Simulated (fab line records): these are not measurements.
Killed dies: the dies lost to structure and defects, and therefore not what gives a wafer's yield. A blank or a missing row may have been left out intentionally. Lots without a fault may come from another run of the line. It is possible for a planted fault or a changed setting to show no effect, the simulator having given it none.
Lot-split experiment || flow rit-cmos || 5 lots, 23 wafers read, on a route of 202 steps

## THE SPLIT
At RIT_NWELL_IMPLANT_08, the setting dose-cm2 was moved away from the recipe's 5e+13 on 8 of the 23 wafers read, by -7.4% to +6.8%. For the rest of the wafers, this setting stayed at what the recipe calls for.

## FROM THE SPLIT TO THE READING: what the file shows between them, 4 steps
- RIT_NWELL_STRIP_09: strips in O2, time 180 s
- RIT_NWELL_TW_MEAS_10
- RIT_PWELL_STRIP_09: strips in O2, time 180 s (also split here: o2-flow-sccm)
- RIT_WELLDRIVE_ANNEAL_00: time 14700 s

## THE READING
NWELL_RS in ohm/sq, measured at RIT_WELLDRIVE_RS_MEAS_01 by four-point-probe. A value of 275.5 ohm/sq with a standard deviation of 0.66 ohm/sq is what fault-free wafers of this fab line usually give.

{"wafer": "L074.1", "tool, chamber at the split": "implanter-01, 0", "dose-cm2 as run": 5.113e+13, "against the recipe": "+2.3%", "NWELL_RS, ohm/sq": 271.6, "against lot-mates on the recipe": -4.0}
{"wafer": "L074.2", "tool, chamber at the split": "implanter-01, 0", "dose-cm2 as run": 5e+13, "against the recipe": "recipe", "NWELL_RS, ohm/sq": 275.8, "against lot-mates on the recipe": "-"}
{"wafer": "L074.3", "tool, chamber at the split": "implanter-01, 0", "dose-cm2 as run": 5.113e+13, "against the recipe": "+2.3%", "NWELL_RS, ohm/sq": 272.0, "against lot-mates on the recipe": -3.6}
{"wafer": "L074.4", "tool, chamber at the split": "implanter-01, 0", "dose-cm2 as run": 5e+13, "against the recipe": "recipe", "NWELL_RS, ohm/sq": 275.5, "against lot-mates on the recipe": "-"}
{"wafer": "L074.5", "tool, chamber at the split": "implanter-01, 0", "dose-cm2 as run": 5.113e+13, "against the recipe": "+2.3%", "NWELL_RS, ohm/sq": 272.0, "against lot-mates on the recipe": -3.6}
{"wafer": "L075.1", "tool, chamber at the split": "implanter-01, 0", "dose-cm2 as run": 5.339e+13, "against the recipe": "+6.8%", "NWELL_RS, ohm/sq": 264.9, "against lot-mates on the recipe": -10.2}
{"wafer": "L075.2", "tool, chamber at the split": "implanter-01, 0", "dose-cm2 as run": 5.339e+13, "against the recipe": "+6.8%", "NWELL_RS, ohm/sq": 264.6, "against lot-mates on the recipe": -10.5}
{"wafer": "L075.3", "tool, chamber at the split": "implanter-01, 0", "dose-cm2 as run": 5e+13, "against the recipe": "recipe", "NWELL_RS, ohm/sq": 275.9, "against lot-mates on the recipe": "-"}
{"wafer": "L075.4", "tool, chamber at the split": "implanter-01, 0", "dose-cm2 as run": 5e+13, "against the recipe": "recipe", "NWELL_RS, ohm/sq": 274.4, "against lot-mates on the recipe": "-"}
{"wafer": "L075.6", "tool, chamber at the split": "implanter-01, 0", "dose-cm2 as run": 5.339e+13, "against the recipe": "+6.8%", "NWELL_RS, ohm/sq": 264.3, "against lot-mates on the recipe": -10.8}
{"wafer": "L078.1", "tool, chamber at the split": "implanter-03, 0", "dose-cm2 as run": 4.63e+13, "against the recipe": "-7.4%", "NWELL_RS, ohm/sq": 288.2, "against lot-mates on the recipe": "+12.9"}
{"wafer": "L078.2", "tool, chamber at the split": "implanter-03, 0", "dose-cm2 as run": 5e+13, "against the recipe": "recipe", "NWELL_RS, ohm/sq": 275.6, "against lot-mates on the recipe": "-"}
{"wafer": "L078.4", "tool, chamber at the split": "implanter-03, 0", "dose-cm2 as run": 4.63e+13, "against the recipe": "-7.4%", "NWELL_RS, ohm/sq": 288.2, "against lot-mates on the recipe": "+12.9"}
{"wafer": "L078.5", "tool, chamber at the split": "implanter-03, 0", "dose-cm2 as run": 5e+13, "against the recipe": "recipe", "NWELL_RS, ohm/sq": 274.5, "against lot-mates on the recipe": "-"}
{"wafer": "L078.6", "tool, chamber at the split": "implanter-03, 0", "dose-cm2 as run": 5e+13, "against the recipe": "recipe", "NWELL_RS, ohm/sq": 275.7, "against lot-mates on the recipe": "-"}
{"wafer": "L080.1", "tool, chamber at the split": "implanter-02, 0", "dose-cm2 as run": 5e+13, "against the recipe": "recipe", "NWELL_RS, ohm/sq": 276.3, "against lot-mates on the recipe": "-"}
{"wafer": "L080.2", "tool, chamber at the split": "implanter-02, 0", "dose-cm2 as run": 5e+13, "against the recipe": "recipe", "NWELL_RS, ohm/sq": 276.1, "against lot-mates on the recipe": "-"}
{"wafer": "L080.3", "tool, chamber at the split": "implanter-02, 0", "dose-cm2 as run": 5e+13, "against the recipe": "recipe", "NWELL_RS, ohm/sq": 276.0, "against lot-mates on the recipe": "-"}
{"wafer": "L080.5", "tool, chamber at the split": "implanter-02, 0", "dose-cm2 as run": 5e+13, "against the recipe": "recipe", "NWELL_RS, ohm/sq": 276.0, "against lot-mates on the recipe": "-"}
{"wafer": "L080.6", "tool, chamber at the split": "implanter-02, 0", "dose-cm2 as run": 5e+13, "against the recipe": "recipe", "NWELL_RS, ohm/sq": 275.8, "against lot-mates on the recipe": "-"}
{"wafer": "L083.3", "tool, chamber at the split": "implanter-01, 0", "dose-cm2 as run": 5e+13, "against the recipe": "recipe", "NWELL_RS, ohm/sq": 276.4, "against lot-mates on the recipe": "-"}
{"wafer": "L083.4", "tool, chamber at the split": "implanter-01, 0", "dose-cm2 as run": 5e+13, "against the recipe": "recipe", "NWELL_RS, ohm/sq": 275.5, "against lot-mates on the recipe": "-"}
{"wafer": "L083.6", "tool, chamber at the split": "implanter-01, 0", "dose-cm2 as run": 5e+13, "against the recipe": "recipe", "NWELL_RS, ohm/sq": 276.4, "against lot-mates on the recipe": "-"}

FIT RESULTS
A straight line over all 23 wafers: NWELL_RS changes by -1.66 ohm/sq for each +1% of dose-cm2; r = -1.00; the points scatter about the line by 0.51 ohm/sq.
The same after taking each lot's own level away (the mean of its wafers on the recipe; 23 wafers): -1.65 ohm/sq for each +1%; r = -1.00; scatter 0.48 ohm/sq.
According to that fit, moving dose-cm2 by its largest amount changes the reading by 12 ohm/sq.
The span of the lots' own levels, 275.15 to 276.10 ohm/sq, comes to 1.4 times the standard deviation stated above.
Hence the lot-to-lot level has little effect on the slope; both slopes agree.
Check: for one of the wafers moved furthest among these (-7.4%), held out of the fit, the line's prediction against its lot-mates is +12.1 ohm/sq. Against them it came out at +12.9 ohm/sq.

## THE OTHER SPLITS THESE WAFERS WENT THROUGH
Other splits were also applied to these wafers ahead of the reading. Each is held against what the fit with the lots' levels taken away leaves over:
{"other split on the same wafers": "RIT_ACTIVE_CVD_03 nh3-flow-sccm", "wafers away from the commonest value": 15, "r with NWELL_RS (lot level and that fit taken away)": -0.35}
{"other split on the same wafers": "RIT_ACTIVE_CLEAN_16 time-s", "wafers away from the commonest value": 18, "r with NWELL_RS (lot level and that fit taken away)": "+0.09"}
{"other split on the same wafers": "RIT_FOX2_OXIDATION_00 ox-time-s", "wafers away from the commonest value": 15, "r with NWELL_RS (lot level and that fit taken away)": "+0.33"}
{"other split on the same wafers": "RIT_PWELL_STRIP_09 o2-flow-sccm", "wafers away from the commonest value": 5, "r with NWELL_RS (lot level and that fit taken away)": "+0.22"}

## THE WHOLE CHAIN: every reading that the file lists as answering this split, in the file's order
{"step": "RIT_NWELL_TW_MEAS_10", "what it does": "", "reading": "NWELL_TW", "change (the file's fit)": "+6.63 for each +1% of the setting", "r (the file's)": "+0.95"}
{"step": "RIT_WELLDRIVE_RS_MEAS_01", "what it does": "measures by four-point-probe", "reading": "NWELL_RS", "change (the file's fit)": "-1.66 for each +1% of the setting", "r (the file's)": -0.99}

## FILE'S OWN FIT
NWELL_RS changes by -1.66 ohm/sq for each +1% of dose-cm2, r = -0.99.
